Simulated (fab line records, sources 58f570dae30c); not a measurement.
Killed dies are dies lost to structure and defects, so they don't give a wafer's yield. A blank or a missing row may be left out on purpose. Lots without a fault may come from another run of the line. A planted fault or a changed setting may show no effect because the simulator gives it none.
fab line records | flow berkeley_cmos170
record lots=5 wafers=15 last_day=11
route steps=331 shown CONTACT@229 M1@238 V1@254
lots that met no fault: from a run of the same line without faults
start_h: hours from the record's first day to the start of the lot's first wafer shown | wait_h: hours since the lot's step before | " the same as in the row above | L1.1+2: a row that stands for several wafers | - no value, or no start given | * or withheld: withheld | < > ~ a bound
route shown NAME@n: a module of which the file shows steps, and the number in the route of the first | usual: mean/standard deviation of fault-free wafers | same: alike in all rows | chamber/n: place in a boat | sites: the reading at each site | _std_site: their standard deviation | _edge_site: outer sites' mean less inner sites' | radius_mm: how far each site lies from the wafer's centre | mask NAME#n: copy n | behind: the tool/chamber that last shaped the wafer | hold: why the lot was held/for how many hours/how that ended | device: the transistor (n, p or np) that didn't switch | end of line: the same wafers' tests at the end of the route | a step without rows: its recipe alone | killed: dies lost to structure and defects at the first sort, not the wafer's yield | map: a wafer's dies, x killed, . not, _ none there
set.NAME: the setting as run; set.NAME@STEP: as run at that earlier step | model.NAME: the simulator's own value behind a step, which no gauge read
lots at some steps of the route; a table a step, a row a wafer
services: from which hour (start_h, from the record's first day; less than 0 if before it) a tool's chamber was out of use, for how many hours, and why
## steps
# step UCB170_CONTACT_PEB_13
# recipe peb_temp_c=130 peb_time_s=withheld resist=KrF
# usual plate_temp_C=129.99/0.13
# columns lot.wafer tool chamber start_h wait_h plate_temp_C
L075.3 litho_track-01 0 141.09 0.1 129.87
L075.4 " 0 " " 129.75
L075.6 " 0 " " 130.08
L077.2 litho_track-01 0 145.10 0.1 129.87
L077.3 " 0 " " 129.65
L077.5 " 0 " " 129.92
L082.1 litho_track-02 0 170.65 0.4 129.74
L082.2 " 0 " " 130.10
L082.6 " 0 " " 129.86
L083.1 litho_track-03 0 179.51 0.1 130.14
L083.2 " 0 " " 130.09
L083.4 " 0 " " 130.26
L095.3 litho_track-01 0 246.07 0.3 129.86
L095.5 " 0 " " 130.18
L095.6 " 0 " " 130.13
# step UCB170_CONTACT_DEVELOP_14
# recipe developer=TMAH develop_time_s=45 resist=KrF dev_temp_c=21
# columns lot.wafer tool chamber start_h wait_h
L075.3+4+6 litho_track-01 0 - -
L077.2+3+5 litho_track-01 0 - -
L082.1+2+6 litho_track-02 0 - -
L083.1+2+4 litho_track-03 0 - -
L095.3+5+6 litho_track-01 0 - -
# step UCB170_CONTACT_CD_MEAS_15
# recipe target_cd_nm=700
# usual cd_nm=699.8/1.4
# columns lot.wafer tool chamber start_h wait_h cd_nm
L075.3 cd_sem-01 - 141.36 - 699.9
L075.4 " - " " 699.6
L075.6 " - " " 701.0
L077.2 cd_sem-02 - 145.37 - 699.1
L077.3 " - " " 700.0
L077.5 " - " " 699.4
L082.1 cd_sem-02 - 170.92 - 699.3
L082.2 " - " " 699.1
L082.6 " - " " 700.0
L083.1 cd_sem-02 - 179.88 - 700.0
L083.2 " - " " 700.0
L083.4 " - " " 701.1
L095.3 cd_sem-02 - 246.34 - 699.9
L095.5 " - " " 700.6
L095.6 " - " " 699.9
# step UCB170_CONTACT_OVL_MEAS_16
# usual CONTACT_OVL=3/4.5
# columns lot.wafer tool chamber start_h wait_h CONTACT_OVL[nm]
L075.3 overlay-01 - 141.45 0.1 -2
L075.4 " - " " 6
L075.6 " - " " 11
L077.2 overlay-01 - 145.47 0.1 10
L077.3 " - " " 4
L077.5 " - " " 12
L082.1 overlay-02 - 171.04 0.1 -4
L082.2 " - " " -1
L082.6 " - " " -9
L083.1 overlay-01 - 180.00 0.1 7
L083.2 " - " " 0
L083.4 " - " " 3
L095.3 overlay-01 - 246.43 0.1 2
L095.5 " - " " 2
L095.6 " - " " 1
# step UCB170_CONTACT_ETCH_17
# recipe chemistry=N2/H2 target_depth_a=withheld overetch_a=withheld target=BARC time_s=withheld source_w=500 bias_w=100 pressure_mtorr=30 n2_flow_sccm=100 h2_flow_sccm=200
# usual drypump_motor_current_A=5.8/0.45 oes_product_au=1.006/0.023 throttle_valve_pct=13.32/0.13
# columns lot.wafer tool chamber start_h wait_h drypump_motor_current_A oes_product_au throttle_valve_pct
L075.3 rie_diel-02 1 141.48 0.0 6.4 0.983 13.22
L075.4 " 3 " " 5.2 1.018 13.36
L075.6 " 3 " " 5.2 1.013 13.36
L077.2 rie_diel-04 1 145.50 0.0 6.0 0.981 13.21
L077.3 " 3 " " 5.4 1.006 13.39
L077.5 " 2 " " 5.9 1.017 13.30
L082.1 rie_diel-02 0 171.08 0.0 5.6 0.990 13.26
L082.2 " 3 " " 5.2 1.019 13.35
L082.6 " 0 " " 5.6 1.007 13.29
L083.1 rie_diel-04 0 180.03 0.0 6.3 1.020 13.65
L083.2 " 3 " " 5.4 1.005 13.40
L083.4 " 1 " " 6.0 0.981 13.21
L095.3 rie_diel-04 2 246.45 0.0 5.9 1.010 13.30
L095.5 " 2 " " 5.9 1.017 13.31
L095.6 " 0 " " 6.3 1.029 13.65
# step UCB170_CONTACT_ETCH_18
# recipe chemistry=CHF3/CF4/Ar target=PSG stop_on=TiSi2 CHF3_flow_sccm=45 cf4_flow_sccm=15 Ar_flow_sccm=150 pressure_mtorr=200 rf_w=700 target_depth_a=8400 over_etch_frac=0.2 time_s=195
# usual drypump_motor_current_A=5.8/0.44 oes_product_au=0.894/0.016 throttle_valve_pct=6.94/0.081
# columns lot.wafer tool chamber start_h wait_h drypump_motor_current_A oes_product_au rf_hours_counter_h throttle_valve_pct
L075.3 rie_diel-02 1 - - 6.3 0.892 76 6.89
L075.4 " 3 " " 5.2 0.888 1 6.92
L075.6 " 3 " " 5.2 0.883 - 6.95
L077.2 rie_diel-04 1 - - 5.9 0.891 126 6.82
L077.3 " 3 " " 5.3 0.892 138 6.98
L077.5 " 2 " " 5.8 0.919 - 7.00
L082.1 rie_diel-02 0 - - 5.6 0.872 106 6.86
L082.2 " 3 " " 5.2 0.890 3 6.93
L082.6 " 0 " " 5.6 0.884 - 6.87
L083.1 rie_diel-04 0 - - 6.3 0.893 52 7.13
L083.2 " 3 " " 5.3 0.881 140 6.96
L083.4 " 1 " " 5.9 0.877 127 6.83
L095.3 rie_diel-04 2 - - 5.9 0.919 39 6.98
L095.5 " 2 " " 5.8 0.913 - 6.98
L095.6 " 0 " " 6.4 0.898 - 7.13
# step UCB170_CONTACT_STRIP_19
# recipe chemistry=O2 power_w=400 pressure_mtorr=3500 platen_temp_c=withheld o2_flow_sccm=400 overash_fraction=0.5
# usual drypump_motor_current_A=5.8/0.58 o2_flow_sccm=400.0/1.1 oes_product_au=0.725/0.0044
# columns lot.wafer tool chamber start_h wait_h drypump_motor_current_A o2_flow_sccm oes_product_au rf_hours_counter_h
L075.3 plasma_asher-04 0 141.68 - 6.4 398.9 0.722 -
L075.4 " 1 " " 6.4 401.6 0.727 -
L075.6 " 0 " " 6.4 400.8 0.718 -
L077.2 plasma_asher-01 0 145.67 - 4.8 400.1 0.722 3
L077.3 " 0 " " 4.8 401.9 0.719 -
L077.5 " 1 " " 5.9 400.5 0.730 -
L082.1 plasma_asher-01 1 171.25 - 5.9 400.1 0.725 7
L082.2 " 0 " " 4.8 398.6 0.731 7
L082.6 " 0 " " 4.8 399.3 0.733 -
L083.1 plasma_asher-04 1 180.20 - 6.3 397.8 0.725 49
L083.2 " 0 " " 6.5 401.0 0.729 49
L083.4 " 1 " " 6.3 398.9 0.739 -
L095.3 plasma_asher-02 1 246.65 - 5.2 400.0 0.732 -
L095.5 " 0 " " 5.5 400.7 0.726 -
L095.6 " 1 " " 5.3 399.3 0.722 -
# step UCB170_CONTACT_CD_MEAS_90
# recipe target_cd_nm=700
# usual cd_nm=699.8/1.7
# columns lot.wafer tool chamber start_h wait_h cd_nm
L075.3 cd_sem-02 - 141.78 0.1 699.6
L075.4 " - " " 700.3
L075.6 " - " " 701.1
L077.2 cd_sem-02 - 145.79 0.1 697.2
L077.3 " - " " 699.5
L077.5 " - " " 698.8
L082.1 cd_sem-01 - 171.35 0.1 697.3
L082.2 " - " " 699.4
L082.6 " - " " 698.7
L083.1 cd_sem-02 - 180.30 0.1 700.4
L083.2 " - " " 700.9
L083.4 " - " " 699.7
L095.3 cd_sem-02 - 246.76 0.1 700.6
L095.5 " - " " 700.8
L095.6 " - " " 701.4
# step UCB170_CONTACT_CLEAN_20
# recipe chemistry=SPM temp_c=120 time_s=600
# usual temp_c=120.00/0.14
# columns lot.wafer tool chamber start_h wait_h temp_c
L075.3 wet_bench-03 3 141.86 0.1 119.89
L075.4 " 3 " " 119.80
L075.6 " 3 " " 120.04
L077.2 wet_bench-01 3 145.89 0.1 119.73
L077.3 " 3 " " 119.90
L077.5 " 3 " " 120.07
L082.1 wet_bench-01 0 171.47 0.1 120.15
L082.2 " 0 " " 120.02
L082.6 " 0 " " 120.18
L083.1 wet_bench-01 1 180.42 0.1 119.77
L083.2 " 1 " " 119.71
L083.4 " 1 " " 119.96
L095.3 wet_bench-01 2 246.84 0.1 119.82
L095.5 " 2 " " 120.12
L095.6 " 2 " " 119.96
# step UCB170_M1_SPUTTER_00
# recipe material=Al target_thk_nm=600 time_s=80 power_w=6000 chamber_pressure_pa=0.5
# usual throttle_valve_pct=30.1/0.74
# columns lot.wafer tool chamber start_h wait_h throttle_valve_pct
L075.3 pvd_sputter-04 - 142.04 0.0 29.0
L075.4 " - " " 30.0
L075.6 " - " " 28.8
L077.2 pvd_sputter-01 - 146.07 0.0 30.2
L077.3 " - " " 29.5
L077.5 " - " " 29.2
L082.1 pvd_sputter-04 - 171.64 0.0 29.8
L082.2 " - " " 31.2
L082.6 " - " " 30.3
L083.1 pvd_sputter-01 - 180.84 0.0 29.3
L083.2 " - " " 30.8
L083.4 " - " " 29.8
L095.3 pvd_sputter-01 - 247.03 0.0 29.9
L095.5 " - " " 30.8
L095.6 " - " " 30.1
# step UCB170_M1_RS_MEAS_01
# recipe thk_meas_gauge=four-point-probe reads=Al_of_M1_SPUTTER_00
# usual M1_AL_RS=0.0487/0.00046
# columns lot.wafer tool chamber start_h wait_h M1_AL_RS[ohm/sq]
L075.3 film_metro-01 - 142.14 0.1 0.0488
L075.4 " - " " 0.0491
L075.6 " - " " 0.0489
L077.2 film_metro-02 - 146.15 0.1 0.0481
L077.3 " - " " 0.0491
L077.5 " - " " 0.0491
L082.1 film_metro-02 - 171.71 0.0 0.0482
L082.2 " - " " 0.0483
L082.6 " - " " 0.0484
L083.1 film_metro-02 - 180.90 0.0 0.0486
L083.2 " - " " 0.0492
L083.4 " - " " 0.0482
L095.3 film_metro-01 - 247.13 0.1 0.0485
L095.5 " - " " 0.0490
L095.6 " - " " 0.0481
# step UCB170_M1_THK_MEAS_02
# recipe thk_meas_gauge=xrf reads=Al_of_M1_SPUTTER_00
# usual M1_AL_THK=615/7.3
# columns lot.wafer tool chamber start_h wait_h M1_AL_THK[nm]
L075.3 film_metro-01 - 142.24 0.1 616
L075.4 " - " " 611
L075.6 " - " " 612
L077.2 film_metro-02 - 146.26 0.1 628
L077.3 " - " " 613
L077.5 " - " " 610
L082.1 film_metro-02 - 171.83 0.1 622
L082.2 " - " " 618
L082.6 " - " " 619
L083.1 film_metro-02 - 181.02 0.1 617
L083.2 " - " " 609
L083.4 " - " " 621
L095.3 film_metro-01 - 247.23 0.1 615
L095.5 " - " " 612
L095.6 " - " " 621
# step UCB170_M1_COAT_03
# recipe resist=BARC temp_c=withheld time_s=withheld spin_rpm=3000 resist_thk_nm=withheld
# columns lot.wafer tool chamber start_h wait_h
L075.3+4+6 litho_track-03 0 142.42 0.2
L077.2+3+5 litho_track-03 0 146.33 0.1
L082.1+2+6 litho_track-02 0 171.89 0.1
L083.1+2+4 litho_track-03 0 181.42 0.4
L095.3+5+6 litho_track-03 0 247.67 0.4
# step UCB170_M1_COAT_04
# recipe resist=KrF spin_rpm=1500 resist_thk_nm=900
# columns lot.wafer tool chamber start_h wait_h
L075.3+4+6 litho_track-03 0 - -
L077.2+3+5 litho_track-03 0 - -
L082.1+2+6 litho_track-02 0 - -
L083.1+2+4 litho_track-03 0 - -
L095.3+5+6 litho_track-03 0 - -
# step UCB170_M1_SOFTBAKE_05
# recipe resist=KrF temp_c=130 time_s=60
# usual plate_temp_C=129.99/0.13
# columns lot.wafer tool chamber start_h wait_h plate_temp_C
L075.3 litho_track-03 0 - - 130.09
L075.4 " 0 " " 129.92
L075.6 " 0 " " 130.01
L077.2 litho_track-03 0 - - 130.14
L077.3 " 0 " " 130.06
L077.5 " 0 " " 129.98
L082.1 litho_track-02 0 - - 129.82
L082.2 " 0 " " 129.92
L082.6 " 0 " " 129.94
L083.1 litho_track-03 0 - - 130.03
L083.2 " 0 " " 129.86
L083.4 " 0 " " 129.88
L095.3 litho_track-03 0 - - 130.06
L095.5 " 0 " " 130.14
L095.6 " 0 " " 129.92
# step UCB170_M1_EXPOSE_06
# recipe mask_id=METAL1 target_cd_nm=700 na=0.5 sigma_outer=0.6 source_shape=conventional dose_mj=21
# columns lot.wafer tool chamber start_h wait_h mask
L075.3+4+6 krf_scanner-02 0 142.98 - METAL1#0
L077.2+3+5 krf_scanner-01 0 146.90 - METAL1#0
L082.1+2+6 krf_scanner-02 0 172.34 - METAL1#0
L083.1+2+4 krf_scanner-01 0 182.00 - METAL1#0
L095.3+5+6 krf_scanner-02 0 248.18 - METAL1#0
# step UCB170_M1_PEB_07
# recipe peb_temp_c=130 peb_time_s=withheld resist=KrF
# usual plate_temp_C=129.97/0.14
# columns lot.wafer tool chamber start_h wait_h plate_temp_C
L075.3 litho_track-02 0 143.11 0.1 129.85
L075.4 " 0 " " 130.03
L075.6 " 0 " " 129.95
L077.2 litho_track-03 0 147.23 0.3 130.01
L077.3 " 0 " " 129.98
L077.5 " 0 " " 130.16
L082.1 litho_track-04 0 172.47 0.1 130.03
L082.2 " 0 " " 130.05
L082.6 " 0 " " 129.97
L083.1 litho_track-03 0 182.15 0.1 129.90
L083.2 " 0 " " 129.98
L083.4 " 0 " " 129.87
L095.3 litho_track-04 0 248.31 0.1 129.92
L095.5 " 0 " " 129.81
L095.6 " 0 " " 130.00
# step UCB170_M1_DEVELOP_08
# recipe developer=TMAH develop_time_s=45 resist=KrF dev_temp_c=21
# columns lot.wafer tool chamber start_h wait_h
L075.3+4+6 litho_track-02 0 - -
L077.2+3+5 litho_track-03 0 - -
L082.1+2+6 litho_track-04 0 - -
L083.1+2+4 litho_track-03 0 - -
L095.3+5+6 litho_track-04 0 - -
# step UCB170_M1_CD_MEAS_09
# recipe target_cd_nm=700
# usual cd_nm=700.5/1.6
# columns lot.wafer tool chamber start_h wait_h cd_nm
L075.3 cd_sem-02 - 143.37 - 698.8
L075.4 " - " " 699.4
L075.6 " - " " 699.2
L077.2 cd_sem-02 - 147.68 - 699.7
L077.3 " - " " 698.1
L077.5 " - " " 698.9
L082.1 cd_sem-01 - 172.74 - 699.8
L082.2 " - " " 701.5
L082.6 " - " " 700.7
L083.1 cd_sem-02 - 182.42 - 698.6
L083.2 " - " " 698.3
L083.4 " - " " 699.3
L095.3 cd_sem-01 - 248.57 - 700.6
L095.5 " - " " 701.9
L095.6 " - " " 701.1
# step UCB170_M1_OVL_MEAS_10
# usual M1_OVL=2/5.5
# columns lot.wafer tool chamber start_h wait_h M1_OVL[nm]
L075.3 overlay-01 - 143.47 0.1 5
L075.4 " - " " 7
L075.6 " - " " 9
L077.2 overlay-02 - 147.78 0.1 5
L077.3 " - " " 7
L077.5 " - " " 1
L082.1 overlay-01 - 172.86 0.1 -2
L082.2 " - " " -5
L082.6 " - " " -8
L083.1 overlay-01 - 182.54 0.1 3
L083.2 " - " " 19
L083.4 " - " " 10
L095.3 overlay-01 - 248.66 0.1 4
L095.5 " - " " -2
L095.6 " - " " 4
# step UCB170_M1_ETCH_11
# recipe chemistry=N2/H2 target_depth_a=withheld overetch_a=withheld target=BARC time_s=withheld source_w=500 bias_w=100 pressure_mtorr=30 n2_flow_sccm=100 h2_flow_sccm=200
# usual drypump_motor_current_A=5.8/0.34 oes_product_au=1.001/0.023 throttle_valve_pct=13.34/0.13
# columns lot.wafer tool chamber start_h wait_h drypump_motor_current_A oes_product_au throttle_valve_pct
L075.3 rie_diel-04 0 143.49 0.0 6.3 1.035 13.66
L075.4 " 2 " " 5.8 1.021 13.30
L075.6 " 0 " " 6.3 1.037 13.66
L077.2 rie_diel-04 3 147.81 0.0 5.4 1.004 13.38
L077.3 " 2 " " 5.8 1.018 13.32
L077.5 " 0 " " 6.4 1.025 13.63
L082.1 rie_diel-02 1 172.90 0.0 6.4 0.979 13.23
L082.2 " 0 " " 5.6 1.006 13.29
L082.6 " 0 " " 5.6 1.007 13.29
L083.1 rie_diel-04 2 182.58 0.0 5.9 1.016 13.31
L083.2 " 0 " " 6.4 1.015 13.64
L083.4 " 3 " " 5.3 1.009 13.39
L095.3 rie_diel-03 0 248.69 0.0 5.7 0.998 13.39
L095.5 " 2 " " 5.8 1.005 13.38
L095.6 " 1 " " 5.5 0.960 13.26
# step UCB170_M1_METAL_ETCH_12
# recipe chemistry=Cl2/BCl3 target=Al stop_on=PSG pressure_mtorr=12 target_depth_a=7800 over_etch_frac=0.3 time_s=130 icp_w=600 bias_w=120 Cl2_flow_sccm=90 bcl3_flow_sccm=45
# usual drypump_motor_current_A=5.9/0.59 oes_product_au=0.857/0.014 throttle_valve_pct=24.48/0.28
# columns lot.wafer tool chamber start_h wait_h drypump_motor_current_A oes_product_au rf_hours_counter_h throttle_valve_pct
L075.3 rie_metal-01 0 143.58 - 6.2 0.869 - 24.38
L075.4 " 1 " " 5.6 0.862 - 24.00
L075.6 " 0 " " 6.3 0.860 - 24.38
L077.2 rie_metal-04 0 147.85 - 5.3 0.887 6 24.83
L077.3 " 0 " " 5.3 0.878 - 24.84
L077.5 " 1 " " 6.0 0.830 - 24.29
L082.1 rie_metal-04 0 172.94 - 5.3 0.884 7 24.85
L082.2 " 1 " " 6.0 0.846 5 24.27
L082.6 " 0 " " 5.3 0.877 - 24.83
L083.1 rie_metal-01 0 182.62 - 6.2 0.866 5 24.37
L083.2 " 1 " " 5.7 0.864 6 23.99
L083.4 " 0 " " 6.2 0.880 - 24.38
L095.3 rie_metal-03 1 248.77 - 6.6 0.851 - 24.73
L095.5 " 1 " " 6.5 0.836 - 24.73
L095.6 " 0 " " 4.8 0.845 - 24.38
# step UCB170_M1_STRIP_13
# recipe chemistry=O2 power_w=400 pressure_mtorr=3500 platen_temp_c=withheld o2_flow_sccm=400 overash_fraction=0.5
# usual drypump_motor_current_A=5.8/0.63 o2_flow_sccm=399.9/1.3 oes_product_au=0.720/0.0045
# columns lot.wafer tool chamber start_h wait_h drypump_motor_current_A o2_flow_sccm oes_product_au rf_hours_counter_h
L075.3 plasma_asher-04 0 143.70 0.1 6.4 399.4 0.726 -
L075.4 " 1 " " 6.3 402.8 0.724 -
L075.6 " 0 " " 6.4 398.7 0.717 -
L077.2 plasma_asher-03 0 147.99 0.1 5.0 400.2 0.724 37
L077.3 " 1 " " 5.8 400.3 0.719 -
L077.5 " 1 " " 5.8 401.8 0.718 -
L082.1 plasma_asher-01 0 173.07 0.1 4.9 402.8 0.727 7
L082.2 " 1 " " 5.9 399.1 0.717 7
L082.6 " 1 " " 5.9 400.0 0.723 -
L083.1 plasma_asher-01 0 182.75 0.1 4.8 397.2 0.726 8
L083.2 " 1 " " 5.9 399.8 0.723 8
L083.4 " 0 " " 4.8 401.1 0.721 -
L095.3 plasma_asher-01 0 248.89 0.1 4.8 400.5 0.720 -
L095.5 " 1 " " 5.9 400.2 0.720 -
L095.6 " 0 " " 4.8 400.0 0.717 -
# step UCB170_M1_CD_MEAS_90
# recipe target_cd_nm=700
# usual cd_nm=700.4/2.9
# columns lot.wafer tool chamber start_h wait_h cd_nm
L075.3 cd_sem-01 - 143.89 0.2 697.8
L075.4 " - " " 699.7
L075.6 " - " " 699.2
L077.2 cd_sem-01 - 148.33 0.3 701.6
L077.3 " - " " 698.7
L077.5 " - " " 695.8
L082.1 cd_sem-02 - 173.17 0.1 700.1
L082.2 " - " " 700.7
L082.6 " - " " 702.9
L083.1 cd_sem-02 - 182.85 0.1 696.6
L083.2 " - " " 697.7
L083.4 " - " " 697.2
L095.3 cd_sem-02 - 249.00 0.1 703.4
L095.5 " - " " 702.6
L095.6 " - " " 702.6
# step UCB170_M1_ANNEAL_14
# recipe temp_c=400 time_s=1200 ambient=forming_gas
# columns lot.wafer tool chamber start_h wait_h
L075.3+4+6 - - 149.21 5.3
L077.2+3+5 - - 149.21 0.9
L082.1+2+6 - - 178.10 4.9
L083.1+2+4 - - 186.26 3.4
L095.3+5+6 - - 251.39 2.4
# step UCB170_V1_CVD_00
# recipe material=SiO2 target_thk_nm=2000 temp_c=390 precursor=TEOS/O2 time_s=250 rf_w=550 pressure_mtorr=9000
# usual heater_power_w=257/64
# columns lot.wafer tool chamber start_h wait_h heater_power_w
L075.3 pecvd-03 2 150.55 0.0 208
L075.4 " 0 " " 200
L075.6 " 1 " " 299
L077.2 pecvd-04 1 150.55 0.0 204
L077.3 " 0 " " 253
L077.5 " 2 " " 235
L082.1 pecvd-03 0 179.43 0.0 246
L082.2 " 1 " " 327
L082.6 " 0 " " 201
L083.1 pecvd-01 2 187.59 0.0 255
L083.2 " 0 " " 171
L083.4 " 2 " " 170
L095.3 pecvd-01 1 252.72 0.0 308
L095.5 " 2 " " 172
L095.6 " 1 " " 364
# step UCB170_V1_THK_MEAS_01
# recipe reads=SiO2_of_V1_CVD_00
# usual V1_TEOS_THK=1994/26
# columns lot.wafer tool chamber start_h wait_h V1_TEOS_THK[nm]
L077.2 film_metro-03 - 150.71 0.1 1959
L077.3 " - " " 1986
L077.5 " - " " 1996
L075.3 film_metro-04 - 150.72 0.1 1965
L075.4 " - " " 2011
L075.6 " - " " 2044
L082.1 film_metro-02 - 179.58 0.1 1975
L082.2 " - " " 1998
L082.6 " - " " 2033
L083.1 film_metro-04 - 187.74 0.1 2014
L083.2 " - " " 2005
L083.4 " - " " 2041
L095.3 film_metro-02 - 252.89 0.1 1976
L095.5 " - " " 2000
L095.6 " - " " 1987
# step UCB170_V1_CMP_02
# recipe material=SiO2 down_force_psi=6 platen_rpm=60 pad_velocity_m_s=0.75398
# usual motor_current_A=17.2/2.5
# columns lot.wafer tool chamber start_h wait_h motor_current_A
L077.3 cmp-01 0 150.76 0.0 17.2
L077.2 " 3 " " 20.6
L077.5 " 0 " " 17.0
L075.4 cmp-02 3 150.81 0.1 20.2
L075.3 " 0 " " 16.3
L075.6 " 2 " " 19.3
L082.2 cmp-01 1 179.64 0.0 14.0
L082.1 " 2 " " 15.1
L082.6 " 2 " " 15.5
L083.4 cmp-01 1 187.85 0.1 14.1
L083.2 " 2 " " 16.0
L083.1 " 3 " " 21.3
L095.3 cmp-02 3 253.03 0.1 21.3
L095.5 " 1 " " 15.2
L095.6 " 2 " " 18.8
# step UCB170_V1_BOW_MEAS_03
# recipe mode=bow
# usual V1_BOW=20/6.9
# columns lot.wafer tool chamber start_h wait_h V1_BOW[um]
L077.2 film_metro-04 - 151.08 0.1 24
L077.3 " - " " 23
L077.5 " - " " 32
L075.3 film_metro-03 - 151.10 0.2 17
L075.4 " - " " 21
L075.6 " - " " 24
L082.1 film_metro-03 - 179.94 0.2 24
L082.2 " - " " 19
L082.6 " - " " 16
L083.1 film_metro-04 - 188.10 0.1 17
L083.2 " - " " 23
L083.4 " - " " 25
L095.3 film_metro-04 - 253.27 0.2 25
L095.5 " - " " 23
L095.6 " - " " 16
# step UCB170_V1_THK_MEAS_04
# recipe reads=SiO2_of_V1_CVD_00
# usual V1_POLISHED_THK=1000.7/1.3
# columns lot.wafer tool chamber start_h wait_h V1_POLISHED_THK[nm]
L077.2 film_metro-04 - 151.19 0.1 999.8
L077.3 " - " " 999.9
L077.5 " - " " 1002.2
L075.3 film_metro-03 - 151.20 0.1 1001.9
L075.4 " - " " 1001.1
L075.6 " - " " 1000.9
L082.1 film_metro-03 - 180.06 0.1 999.9
L082.2 " - " " 1002.1
L082.6 " - " " 1001.9
L083.1 film_metro-04 - 188.22 0.1 999.7
L083.2 " - " " 1001.6
L083.4 " - " " 1001.0
L095.3 film_metro-04 - 253.37 0.1 999.8
L095.5 " - " " 999.2
L095.6 " - " " 1001.6
# step UCB170_V1_CLEAN_05
# recipe chemistry=DIW
# columns lot.wafer tool chamber start_h wait_h
L075.3+4+6 wet_bench-02 0 151.24 0.0
L077.2+3+5 wet_bench-02 0 151.24 0.0
L082.1+2+6 wet_bench-02 2 180.12 0.1
L083.1+2+4 wet_bench-02 0 188.48 0.2
L095.3+5+6 wet_bench-04 2 253.41 0.0
# step UCB170_V1_HMDS_06
# recipe prime_time_s=60 prime_temp_c=100
# columns lot.wafer tool chamber start_h wait_h
L075.3+4+6 litho_track-03 0 151.47 0.1
L077.2+3+5 litho_track-04 0 151.70 0.3
L082.1+2+6 litho_track-03 0 180.52 0.2
L083.1+2+4 litho_track-01 0 188.68 0.0
L095.3+5+6 litho_track-03 0 253.64 0.1
# step UCB170_V1_COAT_07
# recipe resist=KrF spin_rpm=1500 resist_thk_nm=900
# columns lot.wafer tool chamber start_h wait_h
L075.3+4+6 litho_track-03 0 151.62 0.1
L077.2+3+5 litho_track-04 0 151.85 0.1
L082.1+2+6 litho_track-03 0 180.67 0.1
L083.1+2+4 litho_track-01 0 188.83 0.1
L095.3+5+6 litho_track-03 0 253.79 0.1
# step UCB170_V1_SOFTBAKE_08
# recipe resist=KrF temp_c=130 time_s=60
# usual plate_temp_C=130.00/0.15
# columns lot.wafer tool chamber start_h wait_h plate_temp_C
L075.3 litho_track-03 0 151.77 0.1 129.82
L075.4 " 0 " " 129.60
L075.6 " 0 " " 129.84
L077.2 litho_track-04 0 152.00 0.1 129.99
L077.3 " 0 " " 129.95
L077.5 " 0 " " 130.13
L082.1 litho_track-03 0 180.82 0.1 130.04
L082.2 " 0 " " 130.07
L082.6 " 0 " " 129.92
L083.1 litho_track-01 0 188.98 0.1 129.63
L083.2 " 0 " " 129.86
L083.4 " 0 " " 129.82
L095.3 litho_track-03 0 253.94 0.1 129.98
L095.5 " 0 " " 129.95
L095.6 " 0 " " 129.98
# step UCB170_V1_EXPOSE_09
# recipe mask_id=VIA1 target_cd_nm=700 na=0.5 sigma_outer=0.6 source_shape=conventional dose_mj=37
# columns lot.wafer tool chamber start_h wait_h mask
L075.3+4+6 krf_scanner-02 0 151.90 0.1 VIA1#0
L077.2+3+5 krf_scanner-01 0 152.27 0.2 VIA1#0
L082.1+2+6 krf_scanner-01 0 180.97 0.1 VIA1#0
L083.1+2+4 krf_scanner-02 0 189.25 0.2 VIA1#0
L095.3+5+6 krf_scanner-02 0 254.08 0.1 VIA1#0
# step UCB170_V1_PEB_10
# recipe peb_temp_c=130 peb_time_s=withheld resist=KrF
# usual plate_temp_C=130.00/0.13
# columns lot.wafer tool chamber start_h wait_h plate_temp_C
L075.3 litho_track-03 0 152.37 0.4 130.04
L075.4 " 0 " " 130.01
L075.6 " 0 " " 130.15
L077.2 litho_track-03 0 152.62 0.3 129.91
L077.3 " 0 " " 130.01
L077.5 " 0 " " 130.00
L082.1 litho_track-01 0 181.45 0.5 129.98
L082.2 " 0 " " 129.90
L082.6 " 0 " " 129.74
L083.1 litho_track-04 0 189.38 0.1 130.17
L083.2 " 0 " " 130.03
L083.4 " 0 " " 130.02
L095.3 litho_track-04 0 254.21 0.1 129.75
L095.5 " 0 " " 129.76
L095.6 " 0 " " 129.69
# step UCB170_V1_DEVELOP_11
# recipe developer=TMAH develop_time_s=45 resist=KrF dev_temp_c=21
# columns lot.wafer tool chamber start_h wait_h
L075.3+4+6 litho_track-03 0 - -
L077.2+3+5 litho_track-03 0 - -
L082.1+2+6 litho_track-01 0 - -
L083.1+2+4 litho_track-04 0 - -
L095.3+5+6 litho_track-04 0 - -
# step UCB170_V1_CD_MEAS_12
# recipe target_cd_nm=700
# usual cd_nm=699.8/1.6
# columns lot.wafer tool chamber start_h wait_h cd_nm
L075.3 cd_sem-01 - 152.63 - 700.4
L075.4 " - " " 698.5
L075.6 " - " " 699.4
L077.2 cd_sem-02 - 152.89 - 697.8
L077.3 " - " " 696.8
L077.5 " - " " 698.7
L082.1 cd_sem-02 - 181.72 - 701.1
L082.2 " - " " 701.7
L082.6 " - " " 700.9
L083.1 cd_sem-01 - 189.66 - 699.3
L083.2 " - " " 698.2
L083.4 " - " " 699.7
L095.3 cd_sem-01 - 254.47 - 701.3
L095.5 " - " " 699.5
L095.6 " - " " 700.1
# step UCB170_V1_OVL_MEAS_13
# usual V1_OVL=3/5.4
# columns lot.wafer tool chamber start_h wait_h V1_OVL[nm]
L075.3 overlay-02 - 152.72 0.1 -4
L075.4 " - " " 2
L075.6 " - " " 7
L077.2 overlay-01 - 152.99 0.1 5
L077.3 " - " " -1
L077.5 " - " " 7
L082.1 overlay-01 - 181.84 0.1 4
L082.2 " - " " 1
L082.6 " - " " 12
L083.1 overlay-01 - 189.78 0.1 6
L083.2 " - " " 9
L083.4 " - " " 4
L095.3 overlay-01 - 254.56 0.1 -9
L095.5 " - " " -3
L095.6 " - " " 5
## services
# columns tool chamber start_h hours kind
krf_scanner-02 - 118.21 0.8 pm
cmp-02 - 125.79 4.7 pm
cmp-02 - 136.61 2.2 repair
pvd_sputter-01 - 140.64 0.5 repair
krf_scanner-01 - 140.72 0.4 repair
cmp-02 - 142.24 0.6 repair
plasma_asher-04 - 148.95 2.8 repair
cmp-01 - 166.15 3.5 repair
krf_scanner-02 - 173.43 4.2 repair
cmp-02 - 174.77 5.9 pm
krf_scanner-01 - 185.58 4.0 pm
pecvd-01 - 188.41 6.0 pm
rie_diel-02 0 191.67 2.8 repair
furnace-02 - 193.13 3.2 pm
rie_diel-04 3 196.93 8.5 repair
pvd_sputter-04 - 201.34 3.2 repair
krf_scanner-01 - 203.08 4.4 pm
rie_diel-02 1 226.90 6.2 repair
pecvd-03 - 228.08 2.8 pm
krf_scanner-02 - 230.70 1.0 pm
krf_scanner-01 - 231.70 36.0 pm
cmp-02 - 232.00 4.0 pm
furnace-02 - 240.38 2.6 repair
pecvd-03 - 249.37 1.0 repair
## key
fault none
